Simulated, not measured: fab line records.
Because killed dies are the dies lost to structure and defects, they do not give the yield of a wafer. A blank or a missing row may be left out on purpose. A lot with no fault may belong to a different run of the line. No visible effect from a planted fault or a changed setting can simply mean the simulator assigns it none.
The tool behind it: which one? :: flow berkeley cmos170 :: 42 wafers from 14 lots sampled at 6 of the route's 331 steps

== WHAT THE GAUGES SHOWED, per wafer ==
UCB170_NSD_TW_MEAS_10. Usual: NSD_TW typically reads 4190, with standard deviation 31.
lot: L545
measured: day 6 04:27
on: film metro-02
NSD_TW: 4150 4178 4179
flag: 

lot: L551
measured: day 7 05:58
on: film metro-03
NSD_TW: 4232 4245 4250
flag: 

lot: L550
measured: day 7 08:20
on: film metro-02
NSD_TW: 4159 4172 4184
flag: 

lot: L552
measured: day 7 15:04
on: film metro-03
NSD_TW: 4249 4218 4235
flag: 

lot: L553
measured: day 7 14:57
on: film metro-02
NSD_TW: 4164 4158 4149
flag: 

lot: L556
measured: day 8 15:49
on: film metro-04
NSD_TW: 30 30 30
flag: OFF

lot: L557
measured: day 8 16:08
on: film metro-02
NSD_TW: 30 30 30
flag: OFF

lot: L561
measured: day 9 20:35
on: film metro-03
NSD_TW: 4239 4206 4238
flag: 

lot: L562
measured: day 9 20:38
on: film metro-04
NSD_TW: 4164 4177 4181
flag: 

lot: L563
measured: day 10 11:01
on: film metro-02
NSD_TW: 4188 4177 4193
flag: 

lot: L566
measured: day 10 19:49
on: film metro-02
NSD_TW: 4178 4185 4183
flag: 

lot: L565
measured: day 10 19:58
on: film metro-04
NSD_TW: 4159 4153 4144
flag: 

lot: L567
measured: day 11 04:13
on: film metro-02
NSD_TW: 4169 4172 4177
flag: 

lot: L568
measured: day 11 04:13
on: film metro-04
NSD_TW: 4191 4168 4206
flag: 

UCB170_V1_BOW_MEAS_03. Usual: V1_BOW typically reads 18 um, with standard deviation 6.7.
lot: L545
measured: day 6 18:08
on: film metro-04
V1_BOW (um): 17 12 12
flag: 

lot: L551
measured: day 7 22:47
on: film metro-01
V1_BOW (um): 23 11 9
flag: 

lot: L550
measured: day 7 23:04
on: film metro-04
V1_BOW (um): 19 22 23
flag: 

lot: L552
measured: day 8 04:13
on: film metro-04
V1_BOW (um): 10 30 18
flag: 

lot: L553
measured: day 8 04:13
on: film metro-01
V1_BOW (um): 18 18 17
flag: 

lot: L556
measured: day 9 05:17
on: film metro-03
V1_BOW (um): 22 18 12
flag: 

lot: L557
measured: day 9 05:19
on: film metro-01
V1_BOW (um): 15 14 13
flag: 

lot: L561
measured: day 10 17:50
on: film metro-04
V1_BOW (um): 18 12 28
flag: 

lot: L562
measured: day 10 18:07
on: film metro-01
V1_BOW (um): 2 29 30
flag: 

lot: L563
measured: day 11 01:14
on: film metro-03
V1_BOW (um): 14 14 24
flag: 

lot: L566
measured: day 11 10:43
on: film metro-03
V1_BOW (um): 22 25 29
flag: 

lot: L565
measured: day 11 11:01
on: film metro-01
V1_BOW (um): 14 19 20
flag: 

lot: L567
measured: day 11 17:53
on: film metro-03
V1_BOW (um): 17 30 20
flag: 

lot: L568
measured: day 11 17:50
on: film metro-01
V1_BOW (um): 12 22 26
flag: 

== TOOL THAT RAN EACH LOT (tool first, then ch and the chambers of the sampled wafers, then the start) ==
lot: L545
UCB170_PSD_STRIP_09: plasma asher-02 ch 0,1, day 5 23:58
UCB170_NSD_STRIP_09: plasma asher-03 ch 0,1, day 6 04:20
UCB170_SDANNEAL_RTA_00: rtp anneal-02 ch 0, day 6 06:19
UCB170_SDANNEAL_RTA_01: rtp anneal-02 ch 0, day 6 06:22

lot: L551
UCB170_PSD_STRIP_09: plasma asher-02 ch 1, day 7 02:49
UCB170_NSD_STRIP_09: plasma asher-04 ch 0,1, day 7 05:52
UCB170_SDANNEAL_RTA_00: rtp anneal-02 ch 0, day 7 07:41
UCB170_SDANNEAL_RTA_01: rtp anneal-02 ch 0, day 7 07:45

lot: L550
UCB170_PSD_STRIP_09: plasma asher-02 ch 0,1, day 7 05:37
UCB170_NSD_STRIP_09: plasma asher-04 ch 0,1, day 7 08:14
UCB170_SDANNEAL_RTA_00: rtp anneal-01 ch 0, day 7 09:59
UCB170_SDANNEAL_RTA_01: rtp anneal-01 ch 0, day 7 10:04

lot: L552
UCB170_PSD_STRIP_09: plasma asher-03 ch 0,1, day 7 13:13
UCB170_NSD_STRIP_09: plasma asher-03 ch 0,1, day 7 14:57
UCB170_SDANNEAL_RTA_00: rtp anneal-01 ch 0, day 7 16:16
UCB170_SDANNEAL_RTA_01: rtp anneal-01 ch 0, day 7 16:20

lot: L553
UCB170_PSD_STRIP_09: plasma asher-04 ch 0,1, day 7 13:13
UCB170_NSD_STRIP_09: plasma asher-01 ch 0,1, day 7 14:50
UCB170_SDANNEAL_RTA_00: rtp anneal-02 ch 0, day 7 15:55
UCB170_SDANNEAL_RTA_01: rtp anneal-02 ch 0, day 7 15:59

lot: L556
UCB170_PSD_STRIP_09: plasma asher-03 ch 0,1, day 8 13:49
UCB170_NSD_STRIP_09: plasma asher-01 ch 0,1, day 8 15:43
UCB170_SDANNEAL_RTA_00: rtp anneal-01 ch 0, day 8 16:47
UCB170_SDANNEAL_RTA_01: rtp anneal-01 ch 0, day 8 16:51

lot: L557
UCB170_PSD_STRIP_09: plasma asher-04 ch 0,1, day 8 14:07
UCB170_NSD_STRIP_09: plasma asher-03 ch 0,1, day 8 16:03
UCB170_SDANNEAL_RTA_00: rtp anneal-02 ch 0, day 8 17:14
UCB170_SDANNEAL_RTA_01: rtp anneal-02 ch 0, day 8 17:19

lot: L561
UCB170_PSD_STRIP_09: plasma asher-02 ch 0,1, day 9 18:17
UCB170_NSD_STRIP_09: plasma asher-04 ch 0,1, day 9 20:29
UCB170_SDANNEAL_RTA_00: rtp anneal-02 ch 0, day 10 00:26
UCB170_SDANNEAL_RTA_01: rtp anneal-02 ch 0, day 10 00:30

lot: L562
UCB170_PSD_STRIP_09: plasma asher-03 ch 0,1, day 9 18:28
UCB170_NSD_STRIP_09: plasma asher-01 ch 0,1, day 9 20:34
UCB170_SDANNEAL_RTA_00: rtp anneal-01 ch 0, day 10 00:26
UCB170_SDANNEAL_RTA_01: rtp anneal-01 ch 0, day 10 00:29

lot: L563
UCB170_PSD_STRIP_09: plasma asher-03 ch 0,1, day 10 06:05
UCB170_NSD_STRIP_09: plasma asher-03 ch 0,1, day 10 10:56
UCB170_SDANNEAL_RTA_00: rtp anneal-01 ch 0, day 10 11:59
UCB170_SDANNEAL_RTA_01: rtp anneal-01 ch 0, day 10 12:03

lot: L566
UCB170_PSD_STRIP_09: plasma asher-03 ch 0, day 10 17:52
UCB170_NSD_STRIP_09: plasma asher-03 ch 0,1, day 10 19:43
UCB170_SDANNEAL_RTA_00: rtp anneal-01 ch 0, day 10 20:49
UCB170_SDANNEAL_RTA_01: rtp anneal-01 ch 0, day 10 20:53

lot: L565
UCB170_PSD_STRIP_09: plasma asher-04 ch 1, day 10 18:06
UCB170_NSD_STRIP_09: plasma asher-04 ch 0,1, day 10 19:52
UCB170_SDANNEAL_RTA_00: rtp anneal-02 ch 0, day 10 21:15
UCB170_SDANNEAL_RTA_01: rtp anneal-02 ch 0, day 10 21:19

lot: L567
UCB170_PSD_STRIP_09: plasma asher-04 ch 0,1, day 11 01:50
UCB170_NSD_STRIP_09: plasma asher-04 ch 0,1, day 11 04:08
UCB170_SDANNEAL_RTA_00: rtp anneal-02 ch 0, day 11 05:45
UCB170_SDANNEAL_RTA_01: rtp anneal-02 ch 0, day 11 05:49

lot: L568
UCB170_PSD_STRIP_09: plasma asher-02 ch 0,1, day 11 02:04
UCB170_NSD_STRIP_09: plasma asher-01 ch 0,1, day 11 04:07
UCB170_SDANNEAL_RTA_00: rtp anneal-01 ch 0, day 11 05:44
UCB170_SDANNEAL_RTA_01: rtp anneal-01 ch 0, day 11 05:49
- UCB170_PSD_STRIP_09: strips in O2.
- UCB170_NSD_STRIP_09: strips in O2.
- UCB170_SDANNEAL_RTA_00: time 10 s.
- UCB170_SDANNEAL_RTA_01: time 5 s.

== WHAT THE TOOLS THEMSELVES READ (means of the sampled wafers that have a number; where no wafer has one, the mark that the record gives instead) ==
UCB170_PSD_STRIP_09. Usual: chamber pressure mTorr 3500 mTorr, standard deviation 3.3; drypump motor current A 5.6 A, standard deviation 0.55; oes product au 0.601 a.u., standard deviation 0.0045; strip time to endpoint s 29.35 s, standard deviation 0.064.
lot: L545
tool: plasma asher-02
chamber pressure mTorr (mTorr): 3498
drypump motor current A (A): 5.5
oes product au (a.u.): 0.601
strip time to endpoint s (s): 29.40
flag: 

lot: L551
tool: plasma asher-02
chamber pressure mTorr (mTorr): 3497
drypump motor current A (A): 5.0
oes product au (a.u.): 0.606
strip time to endpoint s (s): 29.35
flag: 

lot: L550
tool: plasma asher-02
chamber pressure mTorr (mTorr): 3501
drypump motor current A (A): 5.9
oes product au (a.u.): 0.598
strip time to endpoint s (s): 29.25
flag: 

lot: L552
tool: plasma asher-03
chamber pressure mTorr (mTorr): 3503
drypump motor current A (A): 5.9
oes product au (a.u.): 0.608
strip time to endpoint s (s): 29.39
flag: 

lot: L553
tool: plasma asher-04
chamber pressure mTorr (mTorr): 3496
drypump motor current A (A): 5.6
oes product au (a.u.): 0.601
strip time to endpoint s (s): 29.31
flag: 

lot: L556
tool: plasma asher-03
chamber pressure mTorr (mTorr): -
drypump motor current A (A): -
oes product au (a.u.): -
strip time to endpoint s (s): -
flag: OFF

lot: L557
tool: plasma asher-04
chamber pressure mTorr (mTorr): -
drypump motor current A (A): -
oes product au (a.u.): -
strip time to endpoint s (s): -
flag: OFF

lot: L561
tool: plasma asher-02
chamber pressure mTorr (mTorr): 3500
drypump motor current A (A): 5.9
oes product au (a.u.): 0.597
strip time to endpoint s (s): 29.23
flag: 

lot: L562
tool: plasma asher-03
chamber pressure mTorr (mTorr): 3498
drypump motor current A (A): 5.9
oes product au (a.u.): 0.599
strip time to endpoint s (s): 29.40
flag: 

lot: L563
tool: plasma asher-03
chamber pressure mTorr (mTorr): 3502
drypump motor current A (A): 5.6
oes product au (a.u.): 0.600
strip time to endpoint s (s): 29.50
flag: 

lot: L566
tool: plasma asher-03
chamber pressure mTorr (mTorr): 3501
drypump motor current A (A): 6.3
oes product au (a.u.): 0.599
strip time to endpoint s (s): 29.38
flag: 

lot: L565
tool: plasma asher-04
chamber pressure mTorr (mTorr): 3501
drypump motor current A (A): 5.7
oes product au (a.u.): 0.602
strip time to endpoint s (s): 29.33
flag: 

lot: L567
tool: plasma asher-04
chamber pressure mTorr (mTorr): 3498
drypump motor current A (A): 5.4
oes product au (a.u.): 0.603
strip time to endpoint s (s): 29.34
flag: 

lot: L568
tool: plasma asher-02
chamber pressure mTorr (mTorr): 3501
drypump motor current A (A): 5.4
oes product au (a.u.): 0.600
strip time to endpoint s (s): 29.29
flag: 

UCB170_NSD_STRIP_09. Usual: chamber pressure mTorr 3499 mTorr, standard deviation 3.8; drypump motor current A 5.5 A, standard deviation 0.45; oes product au 0.535 a.u., standard deviation 0.0048; strip time to endpoint s 35.72 s, standard deviation 0.083.
lot: L545
tool: plasma asher-03
chamber pressure mTorr (mTorr): 3497
drypump motor current A (A): 5.6
oes product au (a.u.): 0.535
strip time to endpoint s (s): 35.69
flag: 

lot: L551
tool: plasma asher-04
chamber pressure mTorr (mTorr): 3493
drypump motor current A (A): 5.4
oes product au (a.u.): 0.539
strip time to endpoint s (s): 35.82
flag: 

lot: L550
tool: plasma asher-04
chamber pressure mTorr (mTorr): 3499
drypump motor current A (A): 5.4
oes product au (a.u.): 0.533
strip time to endpoint s (s): 35.53
flag: 

lot: L552
tool: plasma asher-03
chamber pressure mTorr (mTorr): 3501
drypump motor current A (A): 5.9
oes product au (a.u.): 0.532
strip time to endpoint s (s): 35.61
flag: 

lot: L553
tool: plasma asher-01
chamber pressure mTorr (mTorr): 3501
drypump motor current A (A): 5.0
oes product au (a.u.): 0.537
strip time to endpoint s (s): 35.72
flag: 

lot: L556
tool: plasma asher-01
chamber pressure mTorr (mTorr): 3500
drypump motor current A (A): 5.1
oes product au (a.u.): 0.622
strip time to endpoint s (s): 61.78
flag: OFF

lot: L557
tool: plasma asher-03
chamber pressure mTorr (mTorr): 3499
drypump motor current A (A): 5.9
oes product au (a.u.): 0.625
strip time to endpoint s (s): 61.94
flag: OFF

lot: L561
tool: plasma asher-04
chamber pressure mTorr (mTorr): 3502
drypump motor current A (A): 5.6
oes product au (a.u.): 0.533
strip time to endpoint s (s): 35.73
flag: 

lot: L562
tool: plasma asher-01
chamber pressure mTorr (mTorr): 3504
drypump motor current A (A): 5.3
oes product au (a.u.): 0.532
strip time to endpoint s (s): 35.71
flag: 

lot: L563
tool: plasma asher-03
chamber pressure mTorr (mTorr): 3497
drypump motor current A (A): 5.9
oes product au (a.u.): 0.536
strip time to endpoint s (s): 35.77
flag: 

lot: L566
tool: plasma asher-03
chamber pressure mTorr (mTorr): 3503
drypump motor current A (A): 5.5
oes product au (a.u.): 0.533
strip time to endpoint s (s): 35.76
flag: 

lot: L565
tool: plasma asher-04
chamber pressure mTorr (mTorr): 3498
drypump motor current A (A): 5.6
oes product au (a.u.): 0.532
strip time to endpoint s (s): 35.90
flag: 

lot: L567
tool: plasma asher-04
chamber pressure mTorr (mTorr): 3499
drypump motor current A (A): 5.6
oes product au (a.u.): 0.535
strip time to endpoint s (s): 35.66
flag: 

lot: L568
tool: plasma asher-01
chamber pressure mTorr (mTorr): 3501
drypump motor current A (A): 5.0
oes product au (a.u.): 0.531
strip time to endpoint s (s): 35.81
flag: 

UCB170_SDANNEAL_RTA_00. Usual: anneal temp c max 906.3, standard deviation 1.5; lamp power pct 24.5 %, standard deviation 1.6; wafer_temp_C_max 904.3, standard deviation 1.2.
lot: L545
tool: rtp anneal-02
anneal temp c max: 905.1
lamp power pct (%): 26.4
wafer_temp_C_max: 905.2
flag: 

lot: L551
tool: rtp anneal-02
anneal temp c max: 904.9
lamp power pct (%): 26.4
wafer_temp_C_max: 906.5
flag: 

lot: L550
tool: rtp anneal-01
anneal temp c max: 906.7
lamp power pct (%): 23.2
wafer_temp_C_max: 903.4
flag: 

lot: L552
tool: rtp anneal-01
anneal temp c max: 906.8
lamp power pct (%): 23.2
wafer_temp_C_max: 903.6
flag: 

lot: L553
tool: rtp anneal-02
anneal temp c max: 904.3
lamp power pct (%): 26.3
wafer_temp_C_max: 904.9
flag: 

lot: L556
tool: rtp anneal-01
anneal temp c max: 907.1
lamp power pct (%): 23.2
wafer_temp_C_max: 902.6
flag: 

lot: L557
tool: rtp anneal-02
anneal temp c max: 904.6
lamp power pct (%): 26.3
wafer_temp_C_max: 905.3
flag: 

lot: L561
tool: rtp anneal-02
anneal temp c max: 904.5
lamp power pct (%): 26.4
wafer_temp_C_max: 905.9
flag: 

lot: L562
tool: rtp anneal-01
anneal temp c max: 906.8
lamp power pct (%): 23.2
wafer_temp_C_max: 903.8
flag: 

lot: L563
tool: rtp anneal-01
anneal temp c max: 907.2
lamp power pct (%): 23.2
wafer_temp_C_max: 903.6
flag: 

lot: L566
tool: rtp anneal-01
anneal temp c max: 908.1
lamp power pct (%): 23.2
wafer_temp_C_max: 903.7
flag: 

lot: L565
tool: rtp anneal-02
anneal temp c max: 904.1
lamp power pct (%): 26.4
wafer_temp_C_max: 905.3
flag: 

lot: L567
tool: rtp anneal-02
anneal temp c max: 905.3
lamp power pct (%): 26.3
wafer_temp_C_max: 904.6
flag: 

lot: L568
tool: rtp anneal-01
anneal temp c max: 907.8
lamp power pct (%): 23.2
wafer_temp_C_max: 903.5
flag: 

UCB170_SDANNEAL_RTA_01. Usual: anneal temp c max 1057.2, standard deviation 1.9; lamp power pct 37.9 %, standard deviation 2.4; wafer_temp_C_max 1054.8, standard deviation 1.3.
lot: L545
tool: rtp anneal-02
anneal temp c max: 1056.5
lamp power pct (%): 40.7
wafer_temp_C_max: 1055.0
flag: 

lot: L551
tool: rtp anneal-02
anneal temp c max: 1055.1
lamp power pct (%): 40.7
wafer_temp_C_max: 1056.6
flag: 

lot: L550
tool: rtp anneal-01
anneal temp c max: 1059.0
lamp power pct (%): 35.8
wafer_temp_C_max: 1053.3
flag: 

lot: L552
tool: rtp anneal-01
anneal temp c max: 1058.4
lamp power pct (%): 35.8
wafer_temp_C_max: 1054.2
flag: 

lot: L553
tool: rtp anneal-02
anneal temp c max: 1055.5
lamp power pct (%): 40.7
wafer_temp_C_max: 1056.3
flag: 

lot: L556
tool: rtp anneal-01
anneal temp c max: 1058.1
lamp power pct (%): 35.8
wafer_temp_C_max: 1054.1
flag: 

lot: L557
tool: rtp anneal-02
anneal temp c max: 1055.9
lamp power pct (%): 40.7
wafer_temp_C_max: 1055.2
flag: 

lot: L561
tool: rtp anneal-02
anneal temp c max: 1055.1
lamp power pct (%): 40.7
wafer_temp_C_max: 1057.1
flag: 

lot: L562
tool: rtp anneal-01
anneal temp c max: 1058.2
lamp power pct (%): 35.9
wafer_temp_C_max: 1053.6
flag: 

lot: L563
tool: rtp anneal-01
anneal temp c max: 1058.3
lamp power pct (%): 35.8
wafer_temp_C_max: 1053.8
flag: 

lot: L566
tool: rtp anneal-01
anneal temp c max: 1058.3
lamp power pct (%): 35.8
wafer_temp_C_max: 1054.7
flag: 

lot: L565
tool: rtp anneal-02
anneal temp c max: 1055.9
lamp power pct (%): 40.7
wafer_temp_C_max: 1056.1
flag: 

lot: L567
tool: rtp anneal-02
anneal temp c max: 1054.6
lamp power pct (%): 40.7
wafer_temp_C_max: 1056.0
flag: 

lot: L568
tool: rtp anneal-01
anneal temp c max: 1057.3
lamp power pct (%): 35.8
wafer_temp_C_max: 1053.7
flag: 

== THE ANSWER, worked out from the rows above alone ==
Rule: lot off if the mean of its wafers having a number is beyond 3 standard deviations from the usual mean. A lot without any number at a reading at which 4 lots or more have one is off too. All remaining lots with rows at the step are treated as sound. Order of review: gauges by route order, followed by the tools' own readings, for which a lot's mean as printed above is used. At the first step where some lot is off, the reading lying furthest off is the one used; lots without a number count as furthest.
Off: L556, L557, seen at UCB170_NSD_TW_MEAS_10 (NSD_TW).
If a tool, at a process step before that reading, ran all the lots that are off and no sound lot after the first of them, it fits. Not tried: the gauges at UCB170_NSD_TW_MEAS_10; whatever is off there is also off at UCB170_PSD_STRIP_09, on other tools, and gauge error can't account for it. Of those tried, none fits.

== WHAT THE SIMULATOR PUT IN ==
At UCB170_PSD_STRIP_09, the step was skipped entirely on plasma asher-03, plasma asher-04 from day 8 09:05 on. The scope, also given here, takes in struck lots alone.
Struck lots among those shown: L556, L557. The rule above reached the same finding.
